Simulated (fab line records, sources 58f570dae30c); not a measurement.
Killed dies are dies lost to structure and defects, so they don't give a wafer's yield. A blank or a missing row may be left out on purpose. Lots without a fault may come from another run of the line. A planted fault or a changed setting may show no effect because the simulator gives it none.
fab line records | flow berkeley_cmos170
record lots=6 wafers=18 last_day=11
route steps=331 shown M2@282 V2@292
lots that met no fault: from a run of the same line without faults
start_h: hours from the record's first day to the start of the lot's first wafer shown | wait_h: hours since the lot's step before | " the same as in the row above | L1.1+2: a row that stands for several wafers | - no value, or no start given | * or withheld: withheld | < > ~ a bound
route shown NAME@n: a module of which the file shows steps, and the number in the route of the first | usual: mean/standard deviation of fault-free wafers | same: alike in all rows | chamber/n: place in a boat | sites: the reading at each site | _std_site: their standard deviation | _edge_site: outer sites' mean less inner sites' | radius_mm: how far each site lies from the wafer's centre | mask NAME#n: copy n | behind: the tool/chamber that last shaped the wafer | hold: why the lot was held/for how many hours/how that ended | device: the transistor (n, p or np) that didn't switch | end of line: the same wafers' tests at the end of the route | a step without rows: its recipe alone | killed: dies lost to structure and defects at the first sort, not the wafer's yield | map: a wafer's dies, x killed, . not, _ none there
set.NAME: the setting as run; set.NAME@STEP: as run at that earlier step | model.NAME: the simulator's own value behind a step, which no gauge read
lots at some steps of the route; a table a step, a row a wafer
services: from which hour (start_h, from the record's first day; less than 0 if before it) a tool's chamber was out of use, for how many hours, and why
## steps
# step UCB170_M2_SOFTBAKE_11
# recipe resist=KrF temp_c=130 time_s=62.19
# usual plate_sensor_t_centre_C=131.41/0.01 plate_sensor_t_edge_C=131.53/0.0092
# columns lot.wafer tool chamber start_h wait_h plate_sensor_t_centre_C plate_sensor_t_edge_C
L823.1 litho_track-03 0 - - 131.43 131.55
L823.2 " 0 " " 131.42 131.53
L823.6 " 0 " " 131.43 131.51
L824.2 litho_track-02 0 - - 131.39 131.54
L824.5 " 0 " " 131.42 131.52
L824.6 " 0 " " 131.4 131.54
L827.2 litho_track-02 0 - - 131.42 131.52
L827.3 " 0 " " 131.4 131.53
L827.6 " 0 " " 131.42 131.52
L829.1 litho_track-03 0 - - 131.38 131.52
L829.2 " 0 " " 131.4 131.55
L829.6 " 0 " " 131.43 131.54
L834.1 litho_track-02 0 - - 131.43 131.54
L834.2 " 0 " " 131.4 131.53
L834.5 " 0 " " 131.4 131.53
L838.1 litho_track-02 0 - - 131.39 131.53
L838.3 " 0 " " 131.42 131.53
L838.4 " 0 " " 131.41 131.52
# step UCB170_M2_EXPOSE_12
# recipe mask_id=METAL2 target_cd_nm=700 na=0.5 sigma_outer=0.6 source_shape=conventional dose_mj=26
# step UCB170_M2_PEB_13
# recipe peb_temp_c=130 peb_time_s=withheld resist=KrF
# step UCB170_M2_DEVELOP_14
# recipe developer=TMAH develop_time_s=45 resist=KrF dev_temp_c=21
# step UCB170_M2_CD_MEAS_15
# recipe target_cd_nm=700
# usual cd_nm=700.2/1.4
# columns lot.wafer tool chamber start_h wait_h cd_nm
L823.1 cd_sem-02 - 185.08 - 699.4
L823.2 " - " " 699.5
L823.6 " - " " 699.8
L824.2 cd_sem-01 - 189.76 - 699.0
L824.5 " - " " 697.3
L824.6 " - " " 698.3
L827.2 cd_sem-01 - 207.81 - 701.0
L827.3 " - " " 699.3
L827.6 " - " " 700.0
L829.1 cd_sem-02 - 225.22 - 699.0
L829.2 " - " " 700.0
L829.6 " - " " 698.1
L834.1 cd_sem-01 - 245.43 - 700.5
L834.2 " - " " 699.6
L834.5 " - " " 701.0
L838.1 cd_sem-01 - 257.44 - 699.4
L838.3 " - " " 698.5
L838.4 " - " " 699.4
# step UCB170_M2_OVL_MEAS_16
# usual M2_OVL=0/6.4
# columns lot.wafer tool chamber start_h wait_h M2_OVL[nm]
L823.1 overlay-02 - 185.20 0.1 8
L823.2 " - " " 12
L823.6 " - " " 8
L824.2 overlay-02 - 189.87 0.1 -3
L824.5 " - " " 2
L824.6 " - " " -5
L827.2 overlay-01 - 207.91 0.1 -7
L827.3 " - " " -10
L827.6 " - " " -9
L829.1 overlay-02 - 225.34 0.1 5
L829.2 " - " " -4
L829.6 " - " " -4
L834.1 overlay-01 - 245.55 0.1 5
L834.2 " - " " 4
L834.5 " - " " 10
L838.1 overlay-01 - 257.56 0.1 4
L838.3 " - " " 8
L838.4 " - " " 2
# step UCB170_M2_ETCH_17
# recipe chemistry=N2/H2 target_depth_a=withheld overetch_a=withheld target=BARC time_s=withheld source_w=500 bias_w=100 pressure_mtorr=30 n2_flow_sccm=100 h2_flow_sccm=200
# usual drypump_motor_current_A=5.9/0.43 oes_product_au=1.013/0.021 throttle_valve_pct=13.26/0.21
# columns lot.wafer tool chamber start_h wait_h drypump_motor_current_A oes_product_au throttle_valve_pct
L823.1 rie_diel-03 0 185.24 0.0 5.0 1.030 13.36
L823.2 " 1 " " 5.3 1.021 12.99
L823.6 " 0 " " 5.0 1.029 13.36
L824.2 rie_diel-01 1 189.90 0.0 6.2 0.994 13.19
L824.5 " 2 " " 5.8 1.040 12.96
L824.6 " 1 " " 6.2 0.993 13.18
L827.2 rie_diel-03 2 207.94 0.0 6.2 1.000 13.56
L827.3 " 1 " " 5.3 1.025 12.99
L827.6 " 2 " " 6.2 0.993 13.57
L829.1 rie_diel-03 0 225.38 0.0 5.0 1.033 13.36
L829.2 " 1 " " 5.3 1.035 12.98
L829.6 " 1 " " 5.3 1.029 12.99
L834.1 rie_diel-03 0 245.58 0.0 5.0 1.025 13.38
L834.2 " 2 " " 6.2 0.995 13.56
L834.5 " 2 " " 6.2 1.000 13.57
L838.1 rie_diel-03 2 257.60 0.0 6.2 1.001 13.55
L838.3 " 3 " " 6.1 0.983 13.30
L838.4 " 1 " " 5.3 1.035 12.99
# step UCB170_M2_METAL_ETCH_18
# recipe chemistry=Cl2/BCl3 target=Al stop_on=SiO2 pressure_mtorr=12 target_depth_a=11700 over_etch_frac=0.3 time_s=195 icp_w=600 bias_w=120 Cl2_flow_sccm=90 bcl3_flow_sccm=45
# usual drypump_motor_current_A=5.4/0.52 mfc_cl2_sccm=89.97/0.25 oes_product_au=0.859/0.013 throttle_valve_pct=24.38/0.23
# columns lot.wafer tool chamber start_h wait_h drypump_motor_current_A mfc_cl2_sccm oes_product_au rf_hours_counter_h throttle_valve_pct
L823.1 rie_metal-03 0 185.28 - 5.5 90.05 0.866 1 24.02
L823.2 " 1 " " 5.3 89.83 0.869 8 24.50
L823.6 " 0 " " 5.6 89.96 0.874 - 24.00
L824.2 rie_metal-01 1 189.94 - 4.9 89.87 0.843 5 24.49
L824.5 " 0 " " 5.8 90.24 0.860 - 24.66
L824.6 " 1 " " 4.9 89.88 0.837 - 24.51
L827.2 rie_metal-03 1 207.98 - 5.3 90.10 0.868 8 24.50
L827.3 " 1 " " 5.3 90.01 0.867 - 24.50
L827.6 " 0 " " 5.5 90.04 0.880 - 24.01
L829.1 rie_metal-02 1 225.42 - 6.3 89.96 0.853 0 24.19
L829.2 " 0 " " 4.7 90.19 0.859 5 24.52
L829.6 " 0 " " 4.7 90.35 0.861 - 24.51
L834.1 rie_metal-02 1 245.63 - 6.3 89.95 0.844 1 24.17
L834.2 " 0 " " 4.8 90.46 0.851 6 24.51
L834.5 " 1 " " 6.3 89.87 0.851 - 24.19
L838.1 rie_metal-02 0 257.64 - 4.7 89.86 0.855 6 24.52
L838.3 " 0 " " 4.7 89.82 0.843 - 24.51
L838.4 " 1 " " 6.3 89.54 0.845 - 24.20
# step UCB170_M2_STRIP_19
# recipe chemistry=O2 power_w=400 pressure_mtorr=3500 platen_temp_c=withheld o2_flow_sccm=400 overash_fraction=0.5
# usual drypump_motor_current_A=5.6/0.44 o2_flow_sccm=399.8/1.1 oes_product_au=0.551/0.025
# columns lot.wafer tool chamber start_h wait_h drypump_motor_current_A o2_flow_sccm oes_product_au rf_hours_counter_h
L823.1 plasma_asher-01 0 185.47 0.1 5.3 400.9 0.534 7
L823.2 " 1 " " 5.2 398.2 0.512 7
L823.6 " 1 " " 5.2 398.7 0.525 -
L824.2 plasma_asher-03 0 190.13 0.1 6.3 399.7 0.560 43
L824.5 " 1 " " 5.1 401.1 0.559 -
L824.6 " 0 " " 6.3 400.0 0.561 -
L827.2 plasma_asher-01 1 208.17 0.1 5.2 398.2 0.531 9
L827.3 " 0 " " 5.3 400.0 0.526 -
L827.6 " 0 " " 5.3 400.1 0.546 -
L829.1 plasma_asher-01 0 225.61 0.1 5.3 401.3 0.542 11
L829.2 " 1 " " 5.1 400.1 0.586 11
L829.6 " 1 " " 5.2 400.0 0.580 -
L834.1 plasma_asher-01 0 245.81 0.1 5.3 398.2 0.542 13
L834.2 " 1 " " 5.2 399.1 0.595 13
L834.5 " 0 " " 5.3 399.0 0.542 -
L838.1 plasma_asher-04 0 257.83 0.1 5.8 398.9 0.589 58
L838.3 " 0 " " 5.8 399.8 0.584 -
L838.4 " 1 " " 6.1 400.2 0.546 -
# step UCB170_M2_CD_MEAS_90
# recipe target_cd_nm=700
# usual cd_nm=698/3.5
# columns lot.wafer tool chamber start_h wait_h cd_nm
L823.1 cd_sem-02 - 185.57 0.1 700
L823.2 " - " " 700
L823.6 " - " " 699
L824.2 cd_sem-02 - 190.26 0.1 696
L824.5 " - " " 699
L824.6 " - " " 693
L827.2 cd_sem-01 - 208.29 0.1 700
L827.3 " - " " 702
L827.6 " - " " 701
L829.1 cd_sem-02 - 225.71 0.1 701
L829.2 " - " " 696
L829.6 " - " " 694
L834.1 cd_sem-02 - 245.91 0.1 700
L834.2 " - " " 698
L834.5 " - " " 702
L838.1 cd_sem-01 - 257.93 0.1 694
L838.3 " - " " 694
L838.4 " - " " 700
# step UCB170_V2_CVD_00
# recipe material=SiO2 target_thk_nm=2000 temp_c=390 precursor=TEOS/O2 time_s=250 rf_w=550 pressure_mtorr=9000
# usual heater_power_w=252/53
# columns lot.wafer tool chamber start_h wait_h heater_power_w
L823.1 pecvd-04 0 185.69 0.1 227
L823.2 " 2 " " 191
L823.6 " 2 " " 231
L824.2 pecvd-04 2 190.36 0.1 235
L824.5 " 2 " " 155
L824.6 " 0 " " 251
L827.2 pecvd-02 2 208.39 0.1 217
L827.3 " 0 " " 277
L827.6 " 1 " " 204
L829.1 pecvd-03 1 225.83 0.1 323
L829.2 " 0 " " 305
L829.6 " 0 " " 381
L834.1 pecvd-02 1 246.03 0.1 267
L834.2 " 2 " " 250
L834.5 " 0 " " 189
L838.1 pecvd-04 1 258.05 0.1 277
L838.3 " 0 " " 207
L838.4 " 2 " " 157
# step UCB170_V2_THK_MEAS_01
# recipe reads=SiO2_of_V2_CVD_00
# usual V2_TEOS_THK=1999/27
# columns lot.wafer tool chamber start_h wait_h V2_TEOS_THK[nm]
L823.1 film_metro-04 - 185.84 0.1 1980
L823.2 " - " " 1988
L823.6 " - " " 2028
L824.2 film_metro-01 - 190.52 0.1 1960
L824.5 " - " " 2009
L824.6 " - " " 1985
L827.2 film_metro-02 - 208.56 0.1 1997
L827.3 " - " " 1970
L827.6 " - " " 2013
L829.1 film_metro-04 - 225.98 0.1 1985
L829.2 " - " " 2029
L829.6 " - " " 2033
L834.1 film_metro-04 - 246.22 0.1 1997
L834.2 " - " " 1974
L834.5 " - " " 2016
L838.1 film_metro-02 - 258.20 0.1 1976
L838.3 " - " " 1952
L838.4 " - " " 2000
# step UCB170_V2_CMP_02
# recipe material=SiO2 down_force_psi=6 platen_rpm=60 pad_velocity_m_s=0.75398
# usual motor_current_A=16.7/1.1 platen_rpm=60.00/0.039
# columns lot.wafer tool chamber start_h wait_h motor_current_A platen_rpm model.SiO2_of_V2_CVD_00.thk_nm
L823.2 cmp-02 1 185.95 0.1 16.4 59.99 1001
L823.1 " 3 " " 18.1 60.09 1000
L823.6 " 0 " " 15.8 59.99 1000
L824.2 cmp-01 3 190.72 0.2 17.4 59.99 1000
L824.6 " 0 " " 16.2 59.99 1004
L824.5 " 1 " " 15.6 59.98 1001
L827.2 cmp-01 0 208.61 0.0 16.9 59.97 1003
L827.3 " 2 " " 15.9 59.97 1339
L827.6 " 0 " " 17.0 60.01 1003
L829.2 cmp-01 1 226.04 0.0 15.7 59.97 999.5
L829.1 " 0 " " 17.1 60.01 1002
L829.6 " 2 " " 15.4 60.09 1361
L834.2 cmp-02 3 246.28 0.0 17.8 60.03 1001
L834.1 " 0 " " 16.2 59.98 999.9
L834.5 " 0 " " 17.3 59.95 1001
L838.3 cmp-02 3 258.31 0.1 18.9 59.99 1001
L838.1 " 0 " " 17.6 60.03 1000
L838.4 " 1 " " 17.0 60.02 998.8
# step UCB170_V2_BOW_MEAS_03
# recipe mode=bow
# usual V2_BOW=36/6.9
# columns lot.wafer tool chamber start_h wait_h V2_BOW[um]
L823.1 film_metro-02 - 186.20 0.1 37
L823.2 " - " " 40
L823.6 " - " " 35
L824.2 film_metro-04 - 190.89 0.1 37
L824.5 " - " " 44
L824.6 " - " " 37
L827.2 film_metro-04 - 208.93 0.3 25
L827.3 " - " " 37
L827.6 " - " " 48
L829.1 film_metro-04 - 226.34 0.1 37
L829.2 " - " " 41
L829.6 " - " " 48
L834.1 film_metro-02 - 246.58 0.2 25
L834.2 " - " " 34
L834.5 " - " " 40
L838.1 film_metro-02 - 258.56 0.1 38
L838.3 " - " " 39
L838.4 " - " " 36
# step UCB170_V2_THK_MEAS_04
# recipe reads=SiO2_of_V2_CVD_00
# usual V2_POLISHED_THK=1000.4/1.3
# columns lot.wafer tool chamber start_h wait_h V2_POLISHED_THK[nm]
L823.1 film_metro-02 - 186.32 0.1 1000.2
L823.2 " - " " 1000.6
L823.6 " - " " 999.7
L824.2 film_metro-04 - 191.00 0.1 1000.5
L824.5 " - " " 1000.7
L824.6 " - " " 1002.8
L827.2 film_metro-04 - 209.04 0.1 1002.8
L827.3 " - " " 1338.4
L827.6 " - " " 1003.4
L829.1 film_metro-04 - 226.46 0.1 1001.6
L829.2 " - " " 1000.6
L829.6 " - " " 1360.4
L834.1 film_metro-02 - 246.70 0.1 999.5
L834.2 " - " " 1000.4
L834.5 " - " " 999.8
L838.1 film_metro-02 - 258.68 0.1 1000.5
L838.3 " - " " 1000.7
L838.4 " - " " 998.2
# step UCB170_V2_CLEAN_05
# recipe chemistry=DIW
# step UCB170_V2_HMDS_06
# recipe prime_time_s=60 prime_temp_c=100
# step UCB170_V2_COAT_07
# recipe resist=KrF spin_rpm=1500 resist_thk_nm=900
# step UCB170_V2_SOFTBAKE_08
# recipe resist=KrF temp_c=130 time_s=60
# step UCB170_V2_EXPOSE_09
# recipe mask_id=VIA2 target_cd_nm=700 na=0.5 sigma_outer=0.6 source_shape=conventional dose_mj=37
# step UCB170_V2_PEB_10
# recipe peb_temp_c=130 peb_time_s=withheld resist=KrF
# step UCB170_V2_DEVELOP_11
# recipe developer=TMAH develop_time_s=45 resist=KrF dev_temp_c=21
# step UCB170_V2_CD_MEAS_12
# recipe target_cd_nm=700
# usual cd_nm=700.2/1.3
# columns lot.wafer tool chamber start_h wait_h cd_nm
L823.1 cd_sem-01 - 187.40 - 697.9
L823.2 " - " " 698.2
L823.6 " - " " 698.4
L824.2 cd_sem-02 - 192.59 - 699.3
L824.5 " - " " 698.1
L824.6 " - " " 698.1
L827.2 cd_sem-02 - 210.68 - 700.9
L827.3 " - " " 700.6
L827.6 " - " " 701.7
L829.1 cd_sem-02 - 228.33 - 698.3
L829.2 " - " " 699.5
L829.6 " - " " 698.3
L834.1 cd_sem-02 - 247.99 - 699.8
L834.2 " - " " 701.2
L834.5 " - " " 700.4
L838.1 cd_sem-02 - 260.31 - 702.1
L838.3 " - " " 701.4
L838.4 " - " " 700.4
# step UCB170_V2_OVL_MEAS_13
# usual V2_OVL=1/5.6
# columns lot.wafer tool chamber start_h wait_h V2_OVL[nm]
L823.1 overlay-02 - 187.52 0.1 -2
L823.2 " - " " -9
L823.6 " - " " -7
L824.2 overlay-01 - 192.69 0.1 -1
L824.5 " - " " -7
L824.6 " - " " -2
L827.2 overlay-01 - 210.79 0.1 5
L827.3 " - " " 7
L827.6 " - " " 0
L829.1 overlay-02 - 228.45 0.1 9
L829.2 " - " " 1
L829.6 " - " " 6
L834.1 overlay-02 - 248.11 0.1 5
L834.2 " - " " 0
L834.5 " - " " 9
L838.1 overlay-02 - 260.43 0.1 5
L838.3 " - " " 7
L838.4 " - " " 3
# step UCB170_V2_ETCH_14
# recipe chemistry=CHF3/CF4/Ar target=SiO2 stop_on=Al CHF3_flow_sccm=45 cf4_flow_sccm=15 Ar_flow_sccm=150 pressure_mtorr=200 rf_w=700 target_depth_a=12500 over_etch_frac=0.25 time_s=291
# usual drypump_motor_current_A=5.9/0.39 oes_product_au=0.877/0.014 throttle_valve_pct=6.97/0.13
# columns lot.wafer tool chamber start_h wait_h drypump_motor_current_A oes_product_au rf_hours_counter_h throttle_valve_pct model.etch.depth_nm model.V2.feature_depth_nm
L823.1 rie_diel-01 3 187.55 0.0 6.3 0.889 66 7.05 1000 1000
L823.2 " 1 " " 6.2 0.879 21 6.87 1001 1001
L823.6 " 3 " " 6.3 0.891 - 7.06 1000 1000
L824.2 rie_diel-04 3 192.72 0.0 5.9 0.862 13 6.82 1000 1000
L824.5 " 0 " " 5.6 0.895 - 6.73 1001 1002
L824.6 " 3 " " 5.9 0.856 - 6.83 1004 1004
L827.2 rie_diel-04 2 210.82 0.0 6.3 0.872 145 6.91 1003 1003
L827.3 " 3 " " 6.0 0.989 14 6.83 1254 1254
L827.6 " 1 " " 5.1 0.901 - 7.02 1003 1003
L829.1 rie_diel-04 3 228.49 0.0 6.0 0.859 15 6.84 1002 1002
L829.2 " 1 " " 5.2 0.901 84 7.04 999.5 1000
L829.6 " 2 " " 6.3 1.008 - 6.92 1253 1253
L834.1 rie_diel-02 1 248.14 0.0 6.4 0.903 3 7.02 999.9 1000
L834.2 " 3 " " 6.1 0.857 118 6.96 1001 1001
L834.5 " 0 " " 5.6 0.863 - 7.17 1001 1001
L838.1 rie_diel-04 2 260.46 0.0 6.3 0.887 0 6.93 1000 1000
L838.3 " 0 " " 5.6 0.900 41 6.73 1001 1002
L838.4 " 2 " " 6.2 0.878 - 6.90 998.8 998.9
# step UCB170_V2_STRIP_15
# recipe chemistry=O2 power_w=400 pressure_mtorr=3500 platen_temp_c=withheld o2_flow_sccm=400 overash_fraction=0.5
## services
# columns tool chamber start_h hours kind
plasma_asher-01 - 165.91 4.3 pm
rie_diel-03 - 182.64 1.0 repair
rie_diel-03 3 185.49 9.0 repair
rie_diel-02 - 186.69 0.1 repair
rie_metal-02 1 193.90 - clean
rie_metal-02 1 193.90 16.0 scheduled_down
rie_metal-02 1 193.90 16.0 vent_cycle
pecvd-04 1 199.89 5.2 repair
rie_diel-04 2 211.72 - clean
rie_diel-04 2 211.72 14.3 scheduled_down
rie_diel-04 2 211.72 14.3 vent_cycle
pecvd-03 - 218.16 5.5 pm
rie_diel-03 2 224.49 6.0 repair
rie_diel-04 - 229.03 28.1 pm
cmp-02 - 232.10 4.0 pm
cmp-02 - 236.10 - consumable_replace:conditioner
cmp-02 - 238.24 5.0 pm
pecvd-03 - 242.50 14.0 pm
cmp-01 - 243.27 4.2 pm
rie_diel-01 2 246.30 10.0 repair
cmp-02 - 248.67 0.5 repair
rie_diel-01 0 253.06 8.4 repair
rie_diel-01 3 253.29 6.6 repair
rie_diel-04 1 257.63 6.0 repair
## key
first_sign step=UCB170_V2_THK_MEAS_04 reading=V2_POLISHED_THK direction=up sigmas=99+ usual=1000.4 struck=1349.4
effect step=UCB170_V2_ETCH_14 reading=oes_product_au direction=up sigmas=8.5 usual=0.877 struck=0.998
model_effect step=UCB170_V2_CMP_02 value=SiO2_of_V2_CVD_00.thk_nm without=999.7 struck=1350
model_effect step=UCB170_V2_ETCH_14 value=etch.depth_nm without=999.7 struck=1253
met_at UCB170_V2_CMP_02
struck_wafers L827.3,L829.6
later_rows_left_out L827.3,L829.6
sort_left_out L827.3,L829.6
fault kind=process_parameter_drift tool=cmp-01 chamber=2 onset_h=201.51 steps=UCB170_V2_CMP_02 channel=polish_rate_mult offset=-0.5 shape=step end_h=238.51
# sort_left_out: the simulated sort isn't trusted on such a fault, so these wafers' sort isn't shown, and their yield isn't known
# later_rows_left_out: the simulator's readings of these wafers behind a module that went badly wrong aren't trusted and aren't shown, but for the sort
